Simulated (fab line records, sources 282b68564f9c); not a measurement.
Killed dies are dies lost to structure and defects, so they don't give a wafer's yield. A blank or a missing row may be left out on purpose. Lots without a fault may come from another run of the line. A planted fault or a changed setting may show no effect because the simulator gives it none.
Which tool did it? | flow rit_cmos | 14 lots, 42 wafers sampled, at 3 steps of a route of 202

WHAT THE GAUGES READ, wafer by wafer
RIT_NSD_TW_MEAS_10. Usual: NSD_TW 3118, standard deviation 44.
lot  | measured    | on            | NSD_TW         | flag
L555 | day 3 05:05 | film_metro-03 | 3081 3067 3075 |
L557 | day 3 15:30 | film_metro-04 | 3079 3097 3084 |
L558 | day 3 17:03 | film_metro-02 | 3172 3168 3160 |
L560 | day 4 01:42 | film_metro-03 | 3080 3088 3090 |
L562 | day 4 09:44 | film_metro-02 | 3176 3188 3186 |
L563 | day 4 16:14 | film_metro-02 | 3186 3182 3190 |
L565 | day 5 01:48 | film_metro-02 | 3177 3157 3183 |
L572 | day 6 12:46 | film_metro-03 | 3484 3479 3491 | OFF
L573 | day 6 17:56 | film_metro-02 | 3620 3587 3609 | OFF
L574 | day 6 22:56 | film_metro-03 | 3099 3075 3073 |
L575 | day 7 04:16 | film_metro-04 | 3081 3083 3099 |
L576 | day 7 08:35 | film_metro-03 | 3083 3073 3089 |
L577 | day 7 14:29 | film_metro-03 | 3093 3090 3095 |
L578 | day 7 17:40 | film_metro-03 | 3099 3079 3106 |

RIT_SDANNEAL_RS_MEAS_05: measures by four-point-probe. Usual: NSD_RS 84.49 ohm/sq, standard deviation 0.29.
lot  | measured    | on            | NSD_RS (ohm/sq)   | flag
L555 | day 3 07:19 | film_metro-02 | 84.53 84.54 84.37 |
L557 | day 3 17:33 | film_metro-02 | 84.52 84.01 84.67 |
L558 | day 3 19:13 | film_metro-04 | 84.30 84.40 84.09 |
L560 | day 4 03:53 | film_metro-04 | 85.18 84.81 85.06 |
L562 | day 4 11:56 | film_metro-03 | 84.18 84.26 84.42 |
L563 | day 4 18:16 | film_metro-03 | 84.82 84.68 84.46 |
L565 | day 5 03:58 | film_metro-03 | 83.95 84.38 83.88 |
L572 | day 6 14:48 | film_metro-03 | 52.06 52.07 52.07 | OFF
L573 | day 6 20:05 | film_metro-04 | 52.41 52.52 52.42 | OFF
L574 | day 7 01:15 | film_metro-03 | 84.28 84.05 84.30 |
L575 | day 7 06:25 | film_metro-02 | 84.68 84.68 84.62 |
L576 | day 7 10:37 | film_metro-02 | 84.30 84.20 84.15 |
L577 | day 7 16:32 | film_metro-02 | 84.26 84.30 84.30 |
L578 | day 7 19:44 | film_metro-03 | 84.55 84.35 84.25 |

WHICH TOOL RAN EACH LOT (tool, then ch and the chambers of the sampled wafers, then the start)
lot  | RIT_NSD_IMPLANT_08
L555 | implanter-03 ch 0, day 3 04:47
L557 | implanter-03 ch 0, day 3 15:11
L558 | implanter-02 ch 0, day 3 16:45
L560 | implanter-03 ch 0, day 4 01:25
L562 | implanter-02 ch 0, day 4 09:25
L563 | implanter-03 ch 0, day 4 15:54
L565 | implanter-03 ch 0, day 5 01:29
L572 | implanter-03 ch 0, day 6 12:08
L573 | implanter-04 ch 0, day 6 17:06
L574 | implanter-02 ch 0, day 6 22:38
L575 | implanter-03 ch 0, day 7 03:56
L576 | implanter-04 ch 0, day 7 08:16
L577 | implanter-03 ch 0, day 7 14:11
L578 | implanter-02 ch 0, day 7 17:20
- RIT_NSD_IMPLANT_08

WHAT THE TOOLS THEMSELVES READ (means of the sampled wafers that have a number; where no wafer has one, the mark that the record gives instead)
The record holds no such reading with a usual standard deviation.

THE ANSWER, worked out from the rows above alone
Rule: a lot is off if the mean of its wafers that have a number lies more than 3 standard deviations from the usual mean. A lot without any number at a reading at which 4 lots or more have one is off too. The other lots that the step has rows for count as sound. The gauges are gone through in route order, then the tools' own readings, and for those a lot's mean is taken as printed above. The first step at which some lot is off is used, and at that step the reading that is off furthest; a lot without a number counts as furthest.
Off: L572, L573, at RIT_NSD_TW_MEAS_10 (NSD_TW).
A tool fits if, at a process step before that reading, it ran every lot that is off, and no sound lot after the first of them. The gauges at RIT_NSD_TW_MEAS_10 are tried like those tools. None of those tried fits.

WHAT THE SIMULATOR HAD PUT IN
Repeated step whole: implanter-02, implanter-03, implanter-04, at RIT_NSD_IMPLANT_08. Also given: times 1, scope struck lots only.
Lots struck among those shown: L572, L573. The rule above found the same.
